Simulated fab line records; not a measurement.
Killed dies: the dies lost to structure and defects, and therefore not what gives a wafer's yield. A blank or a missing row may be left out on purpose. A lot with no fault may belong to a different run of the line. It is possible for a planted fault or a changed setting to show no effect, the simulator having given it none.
Which of the tools did it?	flow berkeley-cmos170	Sampling: 13 lots, 39 wafers, 4 of 331 route steps

WHAT EACH GAUGE READ, for each wafer
UCB170_M3_BOW_MEAS_20. Usual: M3_BOW gives 35 um (standard deviation 6.2).
lot	measured	on	M3_BOW (um)	flag
L167	day 7 21:41	film-metro-03	29 37 33	
L171	day 9 03:14	film-metro-03	28 33 31	
L173	day 9 12:02	film-metro-02	31 27 35	
L177	day 9 15:05	film-metro-01	27 43 33	
L174	day 9 20:32	film-metro-01	34 44 33	
L176	day 9 20:23	film-metro-01	37 32 36	
L175	day 9 19:39	film-metro-03	35 30 34	
L178	day 10 17:30	film-metro-03	35 37 33	
L180	day 10 18:11	film-metro-02	26 33 29	
L179	day 10 22:54	film-metro-01	40 42 24	
L182	day 11 03:55	film-metro-02	29 42 44	
L181	day 11 03:03	film-metro-02	31 30 27	
L185	day 12 07:14	film-metro-02	36 32 36	

TOOL THAT RAN EACH LOT (tool first, then ch and the chambers of the sampled wafers, then the start)
lot	UCB170_GATE_ETCH_14	UCB170_M2_STRIP_19	UCB170_M3_STRIP_07
L167	rie-diel-04 ch 0,1, day 6 06:30	plasma-asher-03 ch 0,1, day 7 14:53	plasma-asher-04 ch 0,1, day 7 19:19
L171	rie-diel-03 ch 0,2, day 7 07:10	plasma-asher-02 ch 0,1, day 8 18:40	plasma-asher-04 ch 0,1, day 9 00:07
L173	rie-diel-02 ch 1,2, day 8 00:25	plasma-asher-02 ch 0,1, day 9 06:31	plasma-asher-01 ch 0,1, day 9 09:56
L177	rie-diel-03 ch 1,2, day 8 05:38	plasma-asher-02 ch 0,1, day 9 09:44	plasma-asher-02 ch 0,1, day 9 13:11
L174	rie-diel-02 ch 2,3, day 8 05:41	plasma-asher-03 ch 0,1, day 9 12:58	plasma-asher-04 ch 0, day 9 16:50
L176	rie-diel-04 ch 0,1,2, day 8 05:55	plasma-asher-01 ch 0,1, day 9 12:29	plasma-asher-01 ch 0,1, day 9 16:10
L175	rie-diel-02 ch 0,3, day 8 06:05	plasma-asher-02 ch 0,1, day 9 12:10	plasma-asher-01 ch 0,1, day 9 15:29
L178	rie-diel-04 ch 0,1,2, day 8 23:50	plasma-asher-02 ch 0,1, day 10 11:27	plasma-asher-01 ch 0,1, day 10 15:04
L180	rie-diel-02 ch 0,1,3, day 9 06:59	plasma-asher-03 ch 0,1, day 10 11:43	plasma-asher-04 ch 0,1, day 10 15:51
L179	rie-diel-04 ch 0,3, day 9 07:13	plasma-asher-01 ch 0,1, day 10 16:50	plasma-asher-04 ch 0,1, day 10 20:36
L182	rie-diel-02 ch 0,1,3, day 9 15:46	plasma-asher-03 ch 0,1, day 10 22:22	plasma-asher-04 ch 0,1, day 11 02:10
L181	rie-diel-04 ch 0,1,2, day 9 15:52	plasma-asher-01 ch 0,1, day 10 21:31	plasma-asher-02 ch 0,1, day 11 00:56
L185	rie-diel-04 ch 0,2,3, day 10 11:50	plasma-asher-02 ch 0,1, day 12 00:00	plasma-asher-04 ch 0,1, day 12 04:11
- UCB170_GATE_ETCH_14: etches BARC in N2/H2.
- UCB170_M2_STRIP_19: strips in O2.
- UCB170_M3_STRIP_07: strips in O2.

WHAT THE TOOLS THEMSELVES READ (means of the sampled wafers that have a number; where no wafer has one, the mark that the record gives instead)
UCB170_GATE_ETCH_14. Usual: chamber-pressure-mTorr 30.00 mTorr, standard deviation 0.036; drypump-motor-current-A 5.7 A, standard deviation 0.48; oes-product-au 0.996 a.u., standard deviation 0.017; throttle-valve-pct 13.36 %, standard deviation 0.16.
lot	tool	chamber-pressure-mTorr (mTorr)	drypump-motor-current-A (A)	oes-product-au (a.u.)	throttle-valve-pct (%)	flag
L167	rie-diel-04	29.98	6.0	0.991	13.58	
L171	rie-diel-03	29.98	5.9	1.017	13.29	
L173	rie-diel-02	29.97	6.1	0.974	13.41	
L177	rie-diel-03	30.00	6.1	0.997	13.37	
L174	rie-diel-02	30.00	5.2	0.987	13.35	
L176	rie-diel-04	30.00	5.6	0.995	13.45	
L175	rie-diel-02	29.99	5.2	0.995	13.29	
L178	rie-diel-04	30.00	5.6	0.993	13.46	
L180	rie-diel-02	30.01	5.6	0.993	13.33	
L179	rie-diel-04	30.00	5.7	0.994	13.24	
L182	rie-diel-02	30.00	5.6	0.997	13.32	
L181	rie-diel-04	30.00	5.6	0.996	13.45	
L185	rie-diel-04	29.99	5.5	0.999	13.25	

UCB170_M2_STRIP_19. Usual: chamber-pressure-mTorr 3500 mTorr, standard deviation 3.4; drypump-motor-current-A 5.72 A, standard deviation 0.15; o2-flow-sccm 400.1 sccm, standard deviation 1.2; oes-product-au 0.539 a.u., standard deviation 0.015.
lot	tool	chamber-pressure-mTorr (mTorr)	drypump-motor-current-A (A)	o2-flow-sccm (sccm)	oes-product-au (a.u.)	flag
L167	plasma-asher-03	3502	5.74	400.3	0.537	
L171	plasma-asher-02	3497	5.75	400.1	0.545	
L173	plasma-asher-02	3501	5.73	399.1	0.543	
L177	plasma-asher-02	3499	5.74	399.7	0.538	
L174	plasma-asher-03	3503	5.59	400.2	0.555	
L176	plasma-asher-01	3498	5.88	398.9	0.544	
L175	plasma-asher-02	3500	5.73	400.6	0.530	
L178	plasma-asher-02	3502	5.67	398.9	0.543	
L180	plasma-asher-03	3498	5.58	400.3	0.543	
L179	plasma-asher-01	3501	5.86	400.3	0.534	
L182	plasma-asher-03	3495	5.72	399.1	0.534	
L181	plasma-asher-01	3498	5.86	399.6	0.531	
L185	plasma-asher-02	3502	5.73	399.8	0.533	

UCB170_M3_STRIP_07. Usual: chamber-pressure-mTorr 3500.0 mTorr, standard deviation 2.8; drypump-motor-current-A 5.80 A, standard deviation 0.1; o2-flow-sccm 399.8 sccm, standard deviation 1.2; oes-product-au 0.734 a.u., standard deviation 0.0045; strip-time-to-endpoint-s 21.99 s, standard deviation 0.066.
lot	tool	chamber-pressure-mTorr (mTorr)	drypump-motor-current-A (A)	o2-flow-sccm (sccm)	oes-product-au (a.u.)	strip-time-to-endpoint-s (s)	flag
L167	plasma-asher-04	3499.0	5.81	400.4	0.736	21.95	
L171	plasma-asher-04	3497.5	5.86	399.2	0.729	21.99	
L173	plasma-asher-01	3499.2	5.86	400.7	0.738	21.98	
L177	plasma-asher-02	3498.3	5.68	399.4	0.734	21.96	
L174	plasma-asher-04	3497.8	5.78	399.1	0.735	22.00	
L176	plasma-asher-01	3498.7	5.89	400.4	0.738	22.12	
L175	plasma-asher-01	3501.8	5.86	399.1	0.738	21.97	
L178	plasma-asher-01	3499.8	5.88	399.1	0.734	21.97	
L180	plasma-asher-04	3501.6	5.82	398.6	0.734	22.02	
L179	plasma-asher-04	3502.2	5.82	399.7	0.738	21.89	
L182	plasma-asher-04	3499.9	5.80	399.8	0.729	21.94	
L181	plasma-asher-02	3497.1	5.68	399.9	0.737	22.01	
L185	plasma-asher-04	3499.3	5.89	399.5	0.736	21.97	

THE ANSWER, worked out from the rows above alone
Rule: take the mean of a lot's wafers that have a number; if it is more than 3 standard deviations from the usual mean, the lot is off. Also off: a lot with no number at a reading for which 4 or more lots have one. Any other lot the step has rows for is counted as sound. First the gauges in route order, then the tools' own readings, where a lot's mean is used as printed above. At the first step where some lot is off, the reading lying furthest off is the one used; lots without a number count as furthest.
No lot is off at any reading shown: from this, nothing can be told.

WHAT WAS PUT IN BY THE SIMULATOR
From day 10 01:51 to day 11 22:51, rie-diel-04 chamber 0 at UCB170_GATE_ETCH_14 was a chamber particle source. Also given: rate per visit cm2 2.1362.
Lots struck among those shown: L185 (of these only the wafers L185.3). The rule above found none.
